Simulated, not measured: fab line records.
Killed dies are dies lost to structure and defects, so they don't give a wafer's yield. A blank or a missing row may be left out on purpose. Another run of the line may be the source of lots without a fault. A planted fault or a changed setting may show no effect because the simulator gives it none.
Check for tools in common ; flow berkeley-cmos170 ; Sample size 14 lots and 42 wafers

== WHY THIS WAS OPENED ==
At UCB170_NWELL_TW_MEAS_16 the reading NWELL_TW is flagged on 2 of 14 lots. Fault-free wafers read 1257, with a standard deviation of 11.
Rule: a lot gets a flag if all its wafers with a number sit over 4 standard deviations from that mean, or if no wafer of it has a number. The other lots count as sound.

lot;measured;on;NWELL_TW, wafer by wafer;flag
L133;day 2 01:26;film-metro-03;1263 1270 1266;
L134;day 2 06:43;film-metro-03;1268 1261 1264;
L135;day 2 15:42;film-metro-02;1237 1239 1235;
L136;day 3 02:13;film-metro-02;1242 1241 1245;
L137;day 3 02:27;film-metro-04;1265 1266 1254;
L138;day 3 10:22;film-metro-04;1264 1266 1262;
L139;day 3 16:58;film-metro-02;1076 1080 1077;FLAGGED
L142;day 4 01:16;film-metro-02;1074 1075 1071;FLAGGED
L150;day 5 21:27;film-metro-03;1265 1265 1264;
L151;day 5 21:47;film-metro-02;1240 1242 1243;
L153;day 6 12:13;film-metro-03;1253 1260 1257;
L154;day 6 18:26;film-metro-03;1258 1257 1260;
L155;day 6 22:54;film-metro-02;1237 1240 1239;
L156;day 7 05:46;film-metro-02;1246 1247 1245;
On average the flagged lots' numbers are 1076, which is -182 against the usual, or -16 standard deviations.

== EACH LOT AND THE TOOL IT RAN ON ==
The record keeps 1 process step preceding the reading, out of 331 steps on the route. Each cell gives the tool, then ch followed by the chambers the sampled wafers passed through, then the start.
lot;flag;UCB170_NWELL_IMPLANT_14
L133;;implanter-01 ch 0, day 2 01:12
L134;;implanter-01 ch 0, day 2 06:30
L135;;implanter-02 ch 0, day 2 15:28
L136;;implanter-01 ch 0, day 3 01:58
L137;;implanter-01 ch 0, day 3 02:12
L138;;implanter-03 ch 0, day 3 10:07
L139;FLAGGED;implanter-01 ch 0, day 3 16:44
L142;FLAGGED;implanter-01 ch 0, day 4 01:03
L150;;implanter-03 ch 0, day 5 21:12
L151;;implanter-02 ch 0, day 5 21:34
L153;;implanter-03 ch 0, day 6 11:58
L154;;implanter-03 ch 0, day 6 18:11
L155;;implanter-03 ch 0, day 6 22:41
L156;;implanter-03 ch 0, day 7 05:31
What the steps here do:
- UCB170_NWELL_IMPLANT_14
- UCB170_NWELL_TW_MEAS_16

== FLAGGED AGAINST TOTAL, ONE TOOL AT A TIME (gauges that did the reading follow at the end) ==
step;tool;lots run;flagged;share of the flagged lots;sound lots run after its first flagged lot
UCB170_NWELL_IMPLANT_14;implanter-01;6;2;all;0
UCB170_NWELL_IMPLANT_14;implanter-02;2;0;none;-
UCB170_NWELL_IMPLANT_14;implanter-03;6;0;none;-
UCB170_NWELL_TW_MEAS_16;film-metro-02;7;2;all;3 (L151,L155,L156)
UCB170_NWELL_TW_MEAS_16;film-metro-03;5;0;none;-
UCB170_NWELL_TW_MEAS_16;film-metro-04;2;0;none;-

== WHAT THE TABLE ALLOWS ==
2 rows of the table ran every flagged lot: implanter-01 at UCB170_NWELL_IMPLANT_14, film-metro-02 at UCB170_NWELL_TW_MEAS_16.
- implanter-01 at UCB170_NWELL_IMPLANT_14: 2 of its 6 lots flagged. A fault beginning between L137 (day 3 02:12), its last sound lot, and L139 (day 3 16:44), its first flagged one, fits the data. Its own readings lie more than 4 standard deviations out on every wafer of the flagged lots: dose-ions-cm2, faraday-current-uA.
- film-metro-02 at UCB170_NWELL_TW_MEAS_16: 2 of its 7 lots flagged. Sound lots ran on it after the first flagged one (L151, L155, L156), which a lasting fault on the whole tool wouldn't allow.
What remains is a single tool, implanter-01 at UCB170_NWELL_IMPLANT_14.

== WHAT WAS PUT IN BY THE SIMULATOR ==
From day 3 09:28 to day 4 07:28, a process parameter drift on implanter-01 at UCB170_NWELL_IMPLANT_14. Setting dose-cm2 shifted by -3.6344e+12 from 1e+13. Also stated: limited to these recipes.
Lots struck among those shown: L139, L142. The rule above found the same.
